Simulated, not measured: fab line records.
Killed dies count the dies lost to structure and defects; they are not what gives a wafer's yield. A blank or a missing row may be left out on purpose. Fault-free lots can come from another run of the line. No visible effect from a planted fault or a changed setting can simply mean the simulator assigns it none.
Matching of chambers | flow ritCmos | RIT_ACTIVE_ETCH_13 on rieDiel-02: 4 sister chambers
The step etches Si3N4 in SF6, stops on SiO2, time 210 s, target depth 210 nm. 4 wafers are shown with their chamber, then 7 later ones without.

## WAFERS WITH THEIR CHAMBER
wafer  | chamber | drypumpMotorCurrentA (A)
L634.5 | 2       | 6.1
L646.5 | 3       | 6.8
L650.1 | 0       | 5.7
L650.2 | 1       | 5.2

## WAFERS MISSING THEIR CHAMBER
wafer  | drypumpMotorCurrentA (A)
L650.5 | 5.8
L652.1 | 6.1
L652.3 | 5.2
L652.5 | 6.8
L654.2 | 5.8
L654.4 | 5.2
L654.6 | 5.8

## CHAMBER TAKEN BY EACH
wafer  | from the rows above | in truth
L650.5 | 0                   | 0
L652.1 | 2                   | 2
L652.3 | 1                   | 1
L652.5 | 3                   | 3
L654.2 | 0                   | 0
L654.4 | 1                   | 1
L654.6 | 0                   | 0
Correct placement for 7 of the 7. Left unplaced by these rows: 0. Placed wrongly: 0.
How it was worked out, from the rows above alone: a wafer's distance from a chamber is the root of the sum, over the readings, of the square of ((its reading less the chamber's mean) divided by the reading's scatter). The wafer belongs to the nearest chamber; if the next one is less than 2 further off, it can't be placed. Each chamber's mean is taken over the wafers shown for it. The scatter: with one shown wafer a chamber, the root of the mean of the squares of how far each hidden wafer lies from its nearest shown one.
